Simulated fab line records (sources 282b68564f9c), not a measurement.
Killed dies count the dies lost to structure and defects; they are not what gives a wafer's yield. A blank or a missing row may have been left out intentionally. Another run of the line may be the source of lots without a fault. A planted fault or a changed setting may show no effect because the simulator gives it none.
fab line records | flow ritCmos
[record] lots = 6 wafers = 18 lastDay = 7
route steps=202 shown NRETRO@63 PRETRO@64 GATE@75 FOX2@80 M1@202
lots with no fault: from the same line, run without faults
startH: hours from the record's first day to the start of the lot's first wafer shown | waitH: time in hours since the lot's previous step | " as in the row above | L1.1+2: a single row standing in for several wafers | - value missing, or start not given | * or withheld: withheld | < > ~ a bound
route shown NAME@n: NAME is a module with steps in the file, n the number in the route of the first one | usual: the fault-free wafers' mean and standard deviation | same: alike in all rows | chamber/n: place in a boat | sites: the reading at each site | _std_site: the standard deviation of these | _edge_site: the outer-site mean with the inner-site mean subtracted | radiusMm: how far each site lies from the wafer's centre | mask NAME#n: copy n | behind: the last tool/chamber to shape the wafer | hold: cause of the lot's hold/its duration in hours/its outcome | device: the n, p or np transistor that did not switch | end of line: at the end of the route, the tests of the same wafers | a step without rows: its recipe alone | killed: at the first sort, the dies lost to defects and structure; wafer yield is something else | map: the dies of a wafer, with x for killed, . for not killed, _ for no die there
set.NAME: the setting that was run; set.NAME@STEP: the one run at that earlier step | model.NAME: the simulator's own value behind a step, which no gauge read
a table for each step, a row for each wafer; lots at some steps of the route
services: a tool's chamber out of use, with start hour (startH, from the record's first day; less than 0 if before it), hours out, and reason
[[steps]]
[step RIT_NRETRO_TW_MEAS_10]
[usual] NRETRO_TW = 1045/9.7
// columns lot.wafer tool chamber startH waitH NRETRO_TW
L655.3 filmMetro-03 - 60.29 0.1 1029
L655.5 " - " " 1027
L655.6 " - " " 1027
L656.1 filmMetro-04 - 68.75 0.1 1047
L656.4 " - " " 1050
L656.5 " - " " 1049
L657.4 filmMetro-04 - 73.26 0.1 1050
L657.5 " - " " 1060
L657.6 " - " " 1056
L666.2 filmMetro-04 - 117.94 0.1 1056
L666.5 " - " " 1046
L666.6 " - " " 1047
L668.1 filmMetro-03 - 125.73 0.1 1032
L668.3 " - " " 1029
L668.6 " - " " 1028
L670.3 filmMetro-03 - 137.82 0.1 1029
L670.4 " - " " 1029
L670.6 " - " " 1031
[step RIT_PRETRO_HMDS_00]
[recipe] primeTimeS = 60 primeTempC = 140
[step RIT_PRETRO_COAT_01]
[recipe] resist = NOVOLAK spinRpm = 2000 resistThkNm = 1300
[step RIT_PRETRO_SOFTBAKE_02]
[recipe] resist = NOVOLAK tempC = 90 timeS = 60
[step RIT_PRETRO_EXPOSE_03]
[recipe] maskId = M5 na = 0.57 targetCdNm = 43700 doseMj = 250
[step RIT_PRETRO_PEB_04]
[recipe] resist = NOVOLAK tempC = withheld timeS = withheld
[step RIT_PRETRO_DEVELOP_05]
[recipe] resist = NOVOLAK developTimeS = 68 devTempC = 23
[step RIT_PRETRO_OVL_MEAS_06]
[usual] PRETRO_OVL = 0.7/1.4
// columns lot.wafer tool chamber startH waitH PRETRO_OVL[nm]
L655.3 overlay-01 - 61.23 - 1.8
L655.5 " - " " 0.4
L655.6 " - " " -0.4
L656.1 overlay-01 - 69.82 - 0.6
L656.4 " - " " 0.0
L656.5 " - " " 0.9
L657.4 overlay-01 - 74.32 - 0.3
L657.5 " - " " 0.1
L657.6 " - " " 1.6
L666.2 overlay-01 - 118.93 - 0.4
L666.5 " - " " 0.6
L666.6 " - " " -2.2
L668.1 overlay-01 - 126.67 - -0.8
L668.3 " - " " 0.2
L668.6 " - " " -0.5
L670.3 overlay-01 - 138.76 - 0.6
L670.4 " - " " 1.0
L670.6 " - " " -0.1
[step RIT_PRETRO_HARDBAKE_07]
[recipe] resist = NOVOLAK tempC = 140 timeS = 120
[step RIT_PRETRO_IMPLANT_08]
[recipe] species = B energyKev = 45 doseCm2 = 1.2e+13 tiltDeg = 7
[step RIT_PRETRO_STRIP_09]
[recipe] chemistry = O2 timeS = 180 resist = NOVOLAK platenTempC = withheld powerW = 500 pressureMtorr = 4000 o2FlowSccm = 4000
[usual] drypumpMotorCurrentA = 5.6/0.37
// columns lot.wafer tool chamber startH waitH drypumpMotorCurrentA rfHoursCounterH
L655.3 plasmaAsher-02 1 61.71 0.1 5.8 -
L655.5 " 0 " " 5.8 -
L655.6 " 1 " " 5.8 -
L656.1 plasmaAsher-02 1 70.25 0.1 5.8 44
L656.4 " 1 " " 5.8 -
L656.5 " 0 " " 5.9 -
L657.4 plasmaAsher-03 1 74.79 0.1 5.2 -
L657.5 " 1 " " 5.2 -
L657.6 " 0 " " 5.5 -
L666.2 plasmaAsher-02 1 119.36 0.1 5.8 50
L666.5 " 1 " " 5.9 -
L666.6 " 0 " " 5.9 -
L668.1 plasmaAsher-03 0 127.11 0.1 5.5 47
L668.3 " 1 " " 5.2 -
L668.6 " 0 " " 5.6 -
L670.3 plasmaAsher-02 0 139.24 0.1 5.8 -
L670.4 " 1 " " 5.9 -
L670.6 " 1 " " 5.9 -
[step RIT_PRETRO_TW_MEAS_10]
[usual] PRETRO_TW = 476.2/2.1
// columns lot.wafer tool chamber startH waitH PRETRO_TW
L655.3 filmMetro-04 - 61.84 0.1 475.4
L655.5 " - " " 472.5
L655.6 " - " " 476.5
L656.1 filmMetro-02 - 70.43 0.1 476.6
L656.4 " - " " 477.0
L656.5 " - " " 474.4
L657.4 filmMetro-02 - 74.94 0.1 480.9
L657.5 " - " " 478.0
L657.6 " - " " 481.1
L666.2 filmMetro-04 - 119.54 0.1 474.7
L666.5 " - " " 474.4
L666.6 " - " " 473.8
L668.1 filmMetro-01 - 127.29 0.1 477.8
L668.3 " - " " 475.0
L668.6 " - " " 477.7
L670.3 filmMetro-02 - 139.38 0.1 475.6
L670.4 " - " " 479.1
L670.6 " - " " 478.6
[step RIT_GATE_WET_ETCH_00]
[recipe] chemistry = BOE target = SiO2 targetDepthNm = 56 timeS = 60 dry = n2Spin dilution = 10:1 tempC = 21.5
[usual] bathHeatDutyPct = 1.7/0.4 runLengthS = 88/3.2
// columns lot.wafer tool chamber startH waitH bathHeatDutyPct runLengthS model.SiO2_of_FOX2_OXIDATION_00.thkNm model.SiO2_of_ACTIVE_OXIDATION_01.thkNm
L655.3 wetBench-04 1 61.88 0.0 - - 319.6 40.46
L655.5 " 1 " " - - 321 41.41
L655.6 " 1 " " - - 320 40.08
L656.1 wetBench-01 0 70.49 0.1 - - 313.2 42.12
L656.4 " 0 " " - - 319.7 41.19
L656.5 " 0 " " - - 320.8 42.29
L657.4 wetBench-01 1 74.97 0.0 1.9 86 257.8 0
L657.5 " 1 " " 2.3 86 260.1 0
L657.6 " 1 " " 1.1 86 262.7 0
L666.2 wetBench-04 2 119.59 0.0 1.8 84 269 0
L666.5 " 2 " " 1.9 84 267.9 0
L666.6 " 2 " " 1.3 84 265.8 0
L668.1 wetBench-01 1 127.35 0.1 1.2 86 265.7 0
L668.3 " 1 " " 2.1 86 270.7 0
L668.6 " 1 " " 1.9 86 261.6 0
L670.3 wetBench-04 2 139.42 0.0 2.1 92 259 0
L670.4 " 2 " " 2.2 92 258.5 0
L670.6 " 2 " " 2.0 92 260.1 0
[step RIT_GATE_CLEAN_01]
[recipe] chemistry = SC1 mix = 3:3:50 timeS = 600 tempC = 75
[step RIT_GATE_CLEAN_02]
[recipe] chemistry = dHF dilution = 50:1 timeS = 30
[step RIT_GATE_CLEAN_03]
[recipe] chemistry = SC2 mix = 3:3:50 timeS = 600 tempC = 75 dry = n2Spin
[step RIT_GATE_CLEAN_04]
[recipe] chemistry = dHF dilution = 50:1 timeS = 60 dry = n2Spin
[step RIT_FOX2_THK_MEAS_91]
[recipe] reads = SiO2_of_FOX2_OXIDATION_00
[usual] FIELD_OXIDE_LEFT_2_THK = 254/6.6
// columns lot.wafer tool chamber startH waitH FIELD_OXIDE_LEFT_2_THK[nm]
L655.3 filmMetro-03 - 62.35 0.0 308
L655.5 " - " " 309
L655.6 " - " " 308
L656.1 filmMetro-01 - 70.92 0.0 301
L656.4 " - " " 307
L656.5 " - " " 309
L657.4 filmMetro-01 - 75.42 0.0 246
L657.5 " - " " 248
L657.6 " - " " 251
L666.2 filmMetro-02 - 120.10 0.1 257
L666.5 " - " " 256
L666.6 " - " " 254
L668.1 filmMetro-03 - 127.76 0.0 254
L668.3 " - " " 259
L668.6 " - " " 249
L670.3 filmMetro-01 - 139.89 0.0 247
L670.4 " - " " 247
L670.6 " - " " 248
[step RIT_GATE_OXIDATION_05]
[recipe] tempC = 900 ambient = O2 targetThkA = 30 oxTimeS = 270
[step RIT_GATE_ANNEAL_06]
[recipe] tempC = 900 timeS = 600 ambient = N2O
[step RIT_GATE_CVD_08]
[recipe] material = poly-Si targetThkNm = 250 tempC = 610 precursor = SiH4 timeS = 2220 pressureMtorr = 300 sih4FlowSccm = 100
[step RIT_GATE_HMDS_10]
[recipe] primeTimeS = 60 primeTempC = 140
[step RIT_GATE_COAT_11]
[recipe] resist = NOVOLAK spinRpm = 4250 resistThkNm = 850
[step RIT_GATE_SOFTBAKE_12]
[recipe] resist = NOVOLAK tempC = 90 timeS = 60
[step RIT_GATE_EXPOSE_13]
[recipe] maskId = M6 na = 0.6 sourceShape = conventional sigmaOuter = 0.6 targetCdNm = 150 doseMj = 380
[step RIT_GATE_PEB_14]
[recipe] resist = NOVOLAK tempC = withheld timeS = withheld
[step RIT_GATE_DEVELOP_15]
[recipe] resist = NOVOLAK developTimeS = 50 devTempC = 23
[step RIT_GATE_CD_MEAS_16]
[recipe] targetCdNm = 150
[usual] cdNm = 150.0/2.1
// columns lot.wafer tool chamber startH waitH cdNm
L655.3 cdSem-01 - 67.39 - 149.6
L655.5 " - " " 149.7
L655.6 " - " " 150.0
L656.1 cdSem-01 - 77.56 - 147.8
L656.4 " - " " 148.9
L656.5 " - " " 148.8
L657.4 cdSem-02 - 80.36 - 150.4
L657.5 " - " " 151.0
L657.6 " - " " 151.4
L666.2 cdSem-02 - 126.58 - 150.1
L666.5 " - " " 150.0
L666.6 " - " " 147.1
L668.1 cdSem-01 - 133.45 - 155.9
L668.3 " - " " 154.0
L668.6 " - " " 153.0
L670.3 cdSem-01 - 145.40 - 151.9
L670.4 " - " " 150.2
L670.6 " - " " 151.8
[step RIT_GATE_OVL_MEAS_17]
[usual] GATE_OVL = -0.3/1.2
// columns lot.wafer tool chamber startH waitH GATE_OVL[nm]
L655.3 overlay-02 - 67.48 0.1 -0.1
L655.5 " - " " -0.9
L655.6 " - " " -0.6
L656.1 overlay-02 - 77.68 0.1 -0.8
L656.4 " - " " 0.3
L656.5 " - " " 1.0
L657.4 overlay-02 - 80.43 0.1 -1.1
L657.5 " - " " -0.5
L657.6 " - " " 0.5
L666.2 overlay-01 - 126.72 0.1 -0.4
L666.5 " - " " -0.4
L666.6 " - " " -1.4
L668.1 overlay-01 - 133.57 0.1 -0.8
L668.3 " - " " -0.3
L668.6 " - " " -1.5
L670.3 overlay-01 - 145.50 0.1 -0.2
L670.4 " - " " -2.0
L670.6 " - " " -0.7
[step RIT_GATE_HARDBAKE_18]
[recipe] resist = NOVOLAK tempC = 140 timeS = 60
[step RIT_GATE_ETCH_19]
[recipe] chemistry = SF6/CHF3/O2 timeS = 165 SF6_flow_sccm = 30 CHF3_flow_sccm = 30 O2_flow_sccm = 5 target = poly-Si pressureMtorr = 40 rfW = 160 targetDepthA = 3125 overEtchFrac = 0.25 stopOn = SiO2
[usual] CHF3_flow_sccm = 30.00/0.093 O2_flow_sccm = 5.001/0.015 drypumpMotorCurrentA = 5.8/0.52 oesProductAu = 0.849/0.01 throttleValvePct = 10.29/0.12
// columns lot.wafer tool chamber startH waitH CHF3_flow_sccm O2_flow_sccm drypumpMotorCurrentA oesProductAu rfHoursCounterH throttleValvePct model.SiO2_of_FOX2_OXIDATION_00.thkNm
L655.3 rieSi-02 2 67.65 0.1 29.93 4.989 5.4 0.859 119 10.39 296.1
L655.5 " 1 " " 30.03 4.986 5.6 0.846 - 10.37 297.5
L655.6 " 2 " " 30.12 4.978 5.4 0.855 - 10.40 296.4
L656.1 rieSi-01 0 77.87 0.1 29.99 4.995 6.7 0.844 60 10.28 290.1
L656.4 " 3 " " 30.21 4.987 6.8 0.865 47 10.07 296.5
L656.5 " 2 " " 30.04 4.995 5.3 0.852 - 10.22 298.1
L657.4 rieSi-02 0 80.66 0.1 29.89 5.022 5.7 0.862 - 10.20 235.3
L657.5 " 3 " " 30.01 4.990 5.4 0.854 - 10.44 237.4
L657.6 " 1 " " 29.86 5.015 5.6 0.853 - 10.37 239.4
L666.2 rieSi-01 3 126.90 0.1 29.97 4.987 6.8 0.872 47 10.08 246.2
L666.5 " 0 " " 29.95 5.001 6.7 0.842 - 10.26 245.1
L666.6 " 3 " " 29.99 4.987 6.8 0.866 - 10.07 242.9
L668.1 rieSi-01 0 133.76 0.1 30.04 5.003 6.7 0.839 60 10.27 242.7
L668.3 " 1 " " 29.87 5.004 5.9 0.845 70 10.37 248
L668.6 " 2 " " 29.84 4.994 5.3 0.834 - 10.23 239
L670.3 rieSi-01 2 145.67 0.1 30.01 5.000 5.3 0.835 78 10.22 236.3
L670.4 " 3 " " 30.02 5.001 6.8 0.849 48 10.07 235.6
L670.6 " 3 " " 29.90 5.002 6.8 0.855 - 10.06 237
[step RIT_GATE_STRIP_20]
[recipe] chemistry = O2 timeS = 180 resist = NOVOLAK platenTempC = withheld powerW = 500 pressureMtorr = 4000 o2FlowSccm = 4000
[usual] drypumpMotorCurrentA = 5.9/0.5
// columns lot.wafer tool chamber startH waitH drypumpMotorCurrentA rfHoursCounterH
L655.3 plasmaAsher-01 0 67.82 0.1 4.9 -
L655.5 " 1 " " 6.6 -
L655.6 " 0 " " 4.9 -
L656.1 plasmaAsher-02 1 77.98 0.1 5.9 45
L656.4 " 0 " " 5.9 -
L656.5 " 1 " " 5.9 -
L657.4 plasmaAsher-04 1 80.77 0.1 6.3 -
L657.5 " 0 " " 5.7 -
L657.6 " 1 " " 6.3 -
L666.2 plasmaAsher-02 1 127.00 0.1 5.9 51
L666.5 " 0 " " 5.9 -
L666.6 " 1 " " 5.9 -
L668.1 plasmaAsher-01 1 133.87 0.1 6.6 34
L668.3 " 1 " " 6.6 -
L668.6 " 1 " " 6.6 -
L670.3 plasmaAsher-02 1 145.84 0.1 5.9 -
L670.4 " 0 " " 5.8 -
L670.6 " 1 " " 5.9 -
[step RIT_M1_PROBE_99]
[usual] killed_at_M0_to_M3 = 0.0/0.083 killedAtContacts = 0.1/0.3 killedAtFrontEnd = 6.9/2.9 killedDies = 7.0/2.9 killedOnRim = 1.8/1.4 killedOpen = 3.3/2 killedShort = 3.7/2
[same] grossDies = 264 killed_at_M4_up = 0 killedAtBackSide = 0 killedAtOther = 0
// columns lot.wafer tool chamber startH waitH killed_at_M0_to_M3 killedAtContacts killedAtFrontEnd killedDies killedOnRim killedOpen killedShort
L655.3 prober-01 - 88.58 0.2 0 0 264 264 70 0 2
L655.5 prober-01 - 88.68 0.2 0 0 264 264 70 1 5
L655.6 prober-01 - 88.73 0.2 0 0 264 264 70 2 3
L656.1 prober-02 - 98.65 0.1 0 0 264 264 70 7 7
L656.4 prober-02 - 98.80 0.2 0 0 264 264 70 2 4
L656.5 prober-02 - 98.85 0.2 1 0 263 264 70 6 7
L657.4 prober-01 - 101.83 0.2 0 0 5 5 1 2 3
L657.5 prober-01 - 101.88 0.2 0 0 13 13 6 5 8
L657.6 prober-01 - 101.93 0.2 0 0 0 0 0 0 0
L666.2 prober-01 - 147.88 0.1 0 0 6 6 1 4 2
L666.5 prober-01 - 148.03 0.2 0 0 7 7 2 5 2
L666.6 prober-01 - 148.08 0.2 0 0 8 8 2 4 4
L668.1 prober-01 - 154.54 0.1 0 1 6 7 1 3 4
L668.3 prober-01 - 154.64 0.2 0 0 7 7 0 3 4
L668.6 prober-01 - 154.79 0.2 0 1 4 5 0 2 3
L670.3 prober-02 - 166.04 0.2 0 0 5 5 1 3 2
L670.4 prober-02 - 166.09 0.2 0 2 9 11 5 3 8
L670.6 prober-02 - 166.19 0.2 0 0 7 7 1 1 6
// killed by level:class
L655.3 GATE:areaEtch=262 FOX2:geometricParticle:short=1 SPACER:geometricParticle:short=1
L655.5 GATE:areaEtch=258 REOX:geometricParticle:short=2 SILICIDE:geometricParticle:short=2 FOX1:geometricParticle:short=1 FOX1:geometricParticle:open=1
L655.6 GATE:areaEtch=259 FOX1:geometricParticle:short=2 FOX2:geometricParticle:open=1 REOX:geometricParticle:open=1 SILICIDE:geometricParticle:short=1
L656.1 GATE:areaEtch=250 REOX:geometricParticle:short=3 GATE:geometricParticle:open=2 REOX:geometricParticle:open=2 FOX1:geometricParticle:short=1 FOX1:geometricParticle:open=1 FOX2:geometricParticle:open=1 GATE:geometricParticle:short=1
L656.4 GATE:areaEtch=258 GATE:geometricParticle:short=2 FOX2:geometricParticle:short=1 REOX:geometricParticle:short=1 REOX:geometricParticle:open=1 SILICIDE:geometricParticle:open=1
L656.5 GATE:areaEtch=251 GATE:geometricParticle:open=3 GATE:geometricParticle:short=3 REOX:geometricParticle:short=3 REOX:geometricParticle:open=3 M1:geometricParticle:short=1
L657.4 GATE:geometricParticle:short=2 FOX1:geometricParticle:open=1 GATE:geometricParticle:open=1 SPACER:geometricParticle:short=1
L657.5 FOX1:geometricParticle:short=3 FOX1:geometricParticle:open=2 GATE:geometricParticle:short=2 GATE:geometricParticle:open=2 FOX2:geometricParticle:short=1 SPACER:geometricParticle:short=1 SPACER:geometricParticle:open=1 SILICIDE:geometricParticle:short=1
L666.2 FOX2:geometricParticle:open=2 FOX2:geometricParticle:short=1 GATE:geometricParticle:open=1 SPACER:geometricParticle:short=1 SPACER:geometricParticle:open=1
L666.5 GATE:geometricParticle:open=2 SILICIDE:geometricParticle:open=2 REOX:geometricParticle:open=1 SPACER:geometricParticle:short=1 SILICIDE:geometricParticle:short=1
L666.6 FOX2:geometricParticle:short=3 SILICIDE:geometricParticle:open=3 FOX2:geometricParticle:open=1 REOX:geometricParticle:short=1
L668.1 GATE:geometricParticle:short=2 SPACER:geometricParticle:open=2 FOX1:geometricParticle:short=1 GATE:geometricParticle:open=1 CONTACT:geometricParticle:short=1
L668.3 GATE:geometricParticle:short=3 FOX1:geometricParticle:short=1 GATE:geometricParticle:open=1 SPACER:geometricParticle:open=1 SILICIDE:geometricParticle:open=1
L668.6 GATE:geometricParticle:open=2 GATE:geometricParticle:short=2 CONTACT:geometricParticle:short=1
L670.3 GATE:geometricParticle:open=3 GATE:geometricParticle:short=1 SPACER:geometricParticle:short=1
L670.4 SPACER:geometricParticle:short=3 GATE:geometricParticle:short=2 GATE:geometricParticle:open=2 CONTACT:geometricParticle:short=2 REOX:geometricParticle:short=1 SPACER:geometricParticle:open=1
L670.6 GATE:geometricParticle:short=4 SPACER:geometricParticle:short=2 SPACER:geometricParticle:open=1
// map L655.3 (x killed, . not)
________xxxxxxx_______
_____xxxxxxxxxxxxx____
____xxxxxxxxxxxxxxx___
___xxxxxxxxxxxxxxxxx__
__xxxxxxxxxxxxxxxxxxx_
__xxxxxxxxxxxxxxxxxxx_
_xxxxxxxxxxxxxxxxxxxxx
_xxxxxxxxxxxxxxxxxxxxx
_xxxxxxxxxxxxxxxxxxxxx
_xxxxxxxxxxxxxxxxxxxxx
__xxxxxxxxxxxxxxxxxxx_
__xxxxxxxxxxxxxxxxxxx_
___xxxxxxxxxxxxxxxxx__
____xxxxxxxxxxxxxxx___
_____xxxxxxxxxxxxx____
________xxxxxxx_______
// map L656.1 (x killed, . not)
________xxxxxxx_______
_____xxxxxxxxxxxxx____
____xxxxxxxxxxxxxxx___
___xxxxxxxxxxxxxxxxx__
__xxxxxxxxxxxxxxxxxxx_
__xxxxxxxxxxxxxxxxxxx_
_xxxxxxxxxxxxxxxxxxxxx
_xxxxxxxxxxxxxxxxxxxxx
_xxxxxxxxxxxxxxxxxxxxx
_xxxxxxxxxxxxxxxxxxxxx
__xxxxxxxxxxxxxxxxxxx_
__xxxxxxxxxxxxxxxxxxx_
___xxxxxxxxxxxxxxxxx__
____xxxxxxxxxxxxxxx___
_____xxxxxxxxxxxxx____
________xxxxxxx_______
[[services]]
// columns tool chamber startH hours kind
plasmaAsher-04 - 43.96 1.8 repair
plasmaAsher-02 - 46.64 0.4 repair
rieSi-02 2 52.18 14.7 repair
rieSi-01 - 57.58 2.8 pm
rieSi-01 - 67.39 0.2 repair
rieSi-01 3 75.49 2.2 repair
plasmaAsher-01 - 78.99 1.2 repair
rieSi-02 2 80.01 10.8 repair
rieSi-02 3 85.26 8.4 repair
plasmaAsher-04 - 100.62 2.8 pm
plasmaAsher-01 - 101.44 14.6 pm
plasmaAsher-02 - 103.31 2.4 repair
plasmaAsher-04 - 108.75 9.0 pm
plasmaAsher-04 0 108.75 9.0 ventCycle
plasmaAsher-04 1 108.75 9.0 ventCycle
plasmaAsher-04 0 117.75 - clean
plasmaAsher-04 1 117.75 - clean
plasmaAsher-04 - 126.64 2.2 repair
rieSi-02 0 128.06 - clean
rieSi-02 0 128.06 17.9 scheduledDown
rieSi-02 0 128.06 17.9 ventCycle
[[key]]
[firstSign] step = RIT_GATE_WET_ETCH_00 reading = toolRecord direction = missing
[effect] step = RIT_FOX2_THK_MEAS_91 reading = FIELD_OXIDE_LEFT_2_THK direction = up sigmas = 8 usual = 254 struck = 307
[effect] step = RIT_M1_PROBE_99 reading = killedAtFrontEnd direction = up sigmas = 89 usual = 6.9 struck = 263.8
[modelEffect] step = RIT_GATE_WET_ETCH_00 value = SiO2_of_FOX2_OXIDATION_00.thkNm without = 263 struck = 319
[modelEffect] step = RIT_GATE_ETCH_19 value = SiO2_of_FOX2_OXIDATION_00.thkNm without = 239.8 struck = 295.8
[moreKillsBornAt] RIT_GATE_WET_ETCH_00@wetBench-04 = 779 RIT_GATE_WET_ETCH_00@wetBench-01 = 759
metAt RIT_GATE_WET_ETCH_00
struckWafers L655.3,L655.5,L655.6,L656.1,L656.4,L656.5
laterRowsLeftOut L655.3,L655.5,L655.6,L656.1,L656.4,L656.5
testerLeftOut L655,L656
[fault] kind = skippedStepWhole tool = wetBench-01,wetBench-04 chamber = - onsetH = 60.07 steps = RIT_GATE_WET_ETCH_00 scope = struckLotsOnly
// testerLeftOut: of these lots the tester's yield and bins aren't shown, on N5 and GAA mostly nor the transistor test; their killed dies are dies lost to structure and defects alone, not to doping, threshold or leakage, so they don't give the yield
// laterRowsLeftOut: the simulator's readings of these wafers behind a module that went badly wrong aren't trusted and aren't shown, but for the sort
